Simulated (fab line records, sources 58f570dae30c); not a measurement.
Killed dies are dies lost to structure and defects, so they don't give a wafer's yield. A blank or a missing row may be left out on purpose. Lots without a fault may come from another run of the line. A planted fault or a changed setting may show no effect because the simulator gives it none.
Which tool did it? | flow berkeley_cmos170 | 14 lots, 42 wafers sampled, at 5 steps of a route of 331

WHAT THE GAUGES READ, wafer by wafer
UCB170_CONTACT_CD_MEAS_90: target cd 700 nm. Usual: cd_nm 700.0 nm, standard deviation 1.5.
lot  | measured     | on        | cd_nm (nm)        | flag
L388 | day 8 18:12  | cd_sem-01 | 698.3 699.1 699.6 |
L391 | day 8 16:33  | cd_sem-02 | 700.7 701.6 701.9 |
L392 | day 9 09:27  | cd_sem-01 | 701.1 699.6 700.0 |
L396 | day 9 10:01  | cd_sem-02 | 701.2 699.8 700.7 |
L395 | day 9 13:00  | cd_sem-01 | 701.6 701.9 701.4 |
L398 | day 10 02:57 | cd_sem-01 | 699.4 698.4 699.8 |
L399 | day 10 00:19 | cd_sem-01 | 700.6 698.3 699.8 |
L400 | day 10 09:49 | cd_sem-02 | 702.9 703.6 702.2 |
L403 | day 10 12:07 | cd_sem-01 | 698.7 700.5 700.1 |
L402 | day 10 12:04 | cd_sem-02 | 698.3 698.7 699.6 |
L406 | day 11 19:03 | cd_sem-01 | 698.5 697.7 699.3 |
L404 | day 11 18:53 | cd_sem-01 | 699.3 698.5 700.5 |
L407 | day 11 19:20 | cd_sem-01 | 702.7 702.7 704.3 |
L411 | day 12 10:46 | cd_sem-02 | 700.7 698.7 700.6 |

UCB170_M1_THK_MEAS_02: measures by xrf. Usual: M1_AL_THK 609 nm, standard deviation 6.4.
lot  | measured     | on            | M1_AL_THK (nm) | flag
L388 | day 8 18:39  | film_metro-03 | 615 619 617    |
L391 | day 8 17:01  | film_metro-03 | 600 607 607    |
L392 | day 9 09:55  | film_metro-01 | 603 607 606    |
L396 | day 9 10:30  | film_metro-01 | 605 606 606    |
L395 | day 9 13:38  | film_metro-04 | 620 613 603    |
L398 | day 10 03:23 | film_metro-04 | 616 614 618    |
L399 | day 10 00:45 | film_metro-01 | 611 609 609    |
L400 | day 10 10:17 | film_metro-03 | 627 618 621    |
L403 | day 10 13:55 | film_metro-03 | 609 612 617    |
L402 | day 10 13:55 | film_metro-04 | 606 603 609    |
L406 | day 11 19:32 | film_metro-04 | 613 613 614    |
L404 | day 11 19:20 | film_metro-01 | 604 614 608    |
L407 | day 11 19:49 | film_metro-03 | 600 599 600    |
L411 | day 12 11:14 | film_metro-01 | 607 615 599    |

WHICH TOOL RAN EACH LOT (tool, then ch and the chambers of the sampled wafers, then the start)
lot  | UCB170_PFIELD_COAT_01            | UCB170_PFIELD_STRIP_08              | UCB170_SILICIDE_SPUTTER_01
L388 | litho_track-04 ch 0, day 5 12:03 | plasma_asher-03 ch 0,1, day 5 14:10 | pvd_sputter-02, day 8 11:25
L391 | litho_track-02 ch 0, day 5 12:05 | plasma_asher-02 ch 0,1, day 5 14:11 | pvd_sputter-03, day 8 11:04
L392 | litho_track-01 ch 0, day 5 21:07 | plasma_asher-03 ch 0,1, day 6 02:31 | pvd_sputter-02, day 9 03:18
L396 | litho_track-02 ch 0, day 6 10:31 | plasma_asher-02 ch 0,1, day 6 11:24 | pvd_sputter-01, day 9 04:17
L395 | litho_track-01 ch 0, day 6 11:01 | plasma_asher-01 ch 0,1, day 6 12:00 | pvd_sputter-02, day 9 04:53
L398 | litho_track-02 ch 0, day 6 21:00 | plasma_asher-02 ch 0,1, day 6 22:10 | pvd_sputter-02, day 9 19:56
L399 | litho_track-02 ch 0, day 6 21:27 | plasma_asher-03 ch 0,1, day 6 22:53 | pvd_sputter-03, day 9 19:24
L400 | litho_track-02 ch 0, day 7 13:25 | plasma_asher-03 ch 0,1, day 7 15:07 | pvd_sputter-02, day 10 05:22
L403 | litho_track-01 ch 0, day 7 13:36 | plasma_asher-02 ch 0,1, day 7 15:21 | pvd_sputter-01, day 10 05:29
L402 | litho_track-02 ch 0, day 7 13:50 | plasma_asher-03 ch 0,1, day 7 15:23 | pvd_sputter-03, day 10 05:50
L406 | litho_track-02 ch 0, day 8 11:27 | plasma_asher-02 ch 0, day 8 13:10   | pvd_sputter-02, day 11 13:21
L404 | litho_track-04 ch 0, day 8 11:31 | plasma_asher-02 ch 0, day 8 13:19   | pvd_sputter-01, day 11 12:45
L407 | litho_track-04 ch 0, day 8 17:11 | plasma_asher-01 ch 0,1, day 8 18:28 | pvd_sputter-03, day 11 13:10
L411 | litho_track-04 ch 0, day 9 07:19 | plasma_asher-03 ch 0,1, day 9 08:31 | pvd_sputter-02, day 12 05:26
- UCB170_PFIELD_COAT_01: resist thk 900 nm.
- UCB170_PFIELD_STRIP_08: strips in O2.
- UCB170_SILICIDE_SPUTTER_01: material Ti, target thk 30 nm, time 25 s.

WHAT THE TOOLS THEMSELVES READ (means of the sampled wafers that have a number; where no wafer has one, the mark that the record gives instead)
UCB170_PFIELD_STRIP_08. Usual: drypump_motor_current_A 6.1 A, standard deviation 0.43; o2_flow_sccm 399.9 sccm, standard deviation 1.1; oes_product_au 0.734 a.u., standard deviation 0.0044; strip_time_to_endpoint_s 21.60 s, standard deviation 0.066.
lot  | tool            | drypump_motor_current_A (A) | o2_flow_sccm (sccm) | oes_product_au (a.u.) | strip_time_to_endpoint_s (s) | flag
L388 | plasma_asher-03 | 6.0                         | 399.3               | 0.736                 | 21.53                        |
L391 | plasma_asher-02 | 6.2                         | 400.0               | 0.737                 | 21.69                        |
L392 | plasma_asher-03 | 6.0                         | 400.9               | 0.733                 | 21.54                        |
L396 | plasma_asher-02 | 6.3                         | 399.6               | 0.735                 | 21.60                        |
L395 | plasma_asher-01 | 6.2                         | 399.2               | 0.732                 | 21.52                        |
L398 | plasma_asher-02 | 6.3                         | 399.3               | 0.736                 | 21.64                        |
L399 | plasma_asher-03 | 6.0                         | 399.7               | 0.734                 | 21.57                        |
L400 | plasma_asher-03 | 5.6                         | 400.9               | 0.732                 | 21.62                        |
L403 | plasma_asher-02 | 6.2                         | 400.4               | 0.734                 | 21.67                        |
L402 | plasma_asher-03 | 5.6                         | 399.9               | 0.522                 | 6.73                         | OFF
L406 | plasma_asher-02 | 6.2                         | 399.2               | 0.519                 | 6.74                         | OFF
L404 | plasma_asher-02 | 6.1                         | 401.1               | 0.739                 | 21.58                        |
L407 | plasma_asher-01 | 6.2                         | 398.9               | 0.734                 | 21.56                        |
L411 | plasma_asher-03 | 6.0                         | 400.1               | 0.735                 | 21.60                        |

UCB170_SILICIDE_SPUTTER_01. Usual: throttle_valve_pct 29.8 %, standard deviation 0.97.
lot  | tool           | throttle_valve_pct (%) | flag
L388 | pvd_sputter-02 | 29.4                   |
L391 | pvd_sputter-03 | 30.5                   |
L392 | pvd_sputter-02 | 29.3                   |
L396 | pvd_sputter-01 | 29.8                   |
L395 | pvd_sputter-02 | 29.4                   |
L398 | pvd_sputter-02 | 29.9                   |
L399 | pvd_sputter-03 | 30.3                   |
L400 | pvd_sputter-02 | 29.9                   |
L403 | pvd_sputter-01 | 29.4                   |
L402 | pvd_sputter-03 | 30.0                   |
L406 | pvd_sputter-02 | 29.4                   |
L404 | pvd_sputter-01 | 30.2                   |
L407 | pvd_sputter-03 | 29.9                   |
L411 | pvd_sputter-02 | 29.9                   |

THE ANSWER, worked out from the rows above alone
Rule: a lot is off if the mean of its wafers that have a number lies more than 3 standard deviations from the usual mean. A lot without any number at a reading at which 4 lots or more have one is off too. The other lots that the step has rows for count as sound. The gauges are gone through in route order, then the tools' own readings, and for those a lot's mean is taken as printed above. The first step at which some lot is off is used, and at that step the reading that is off furthest; a lot without a number counts as furthest.
Off: L402, L406, at UCB170_PFIELD_STRIP_08 (strip_time_to_endpoint_s).
A tool fits if, at that step or a process step before it, it ran every lot that is off, and no sound lot after the first of them. One fits: litho_track-02 at UCB170_PFIELD_COAT_01. Its last sound lot is L400 (day 7 13:25), its first lot that is off L402 (day 7 13:50): a fault that began between those two fits.

WHAT THE SIMULATOR HAD PUT IN
Process parameter drift: litho_track-02, from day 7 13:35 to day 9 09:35, at UCB170_PFIELD_COAT_01. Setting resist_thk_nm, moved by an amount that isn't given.
Lots struck among those shown: L402, L406. The rule above found the same.
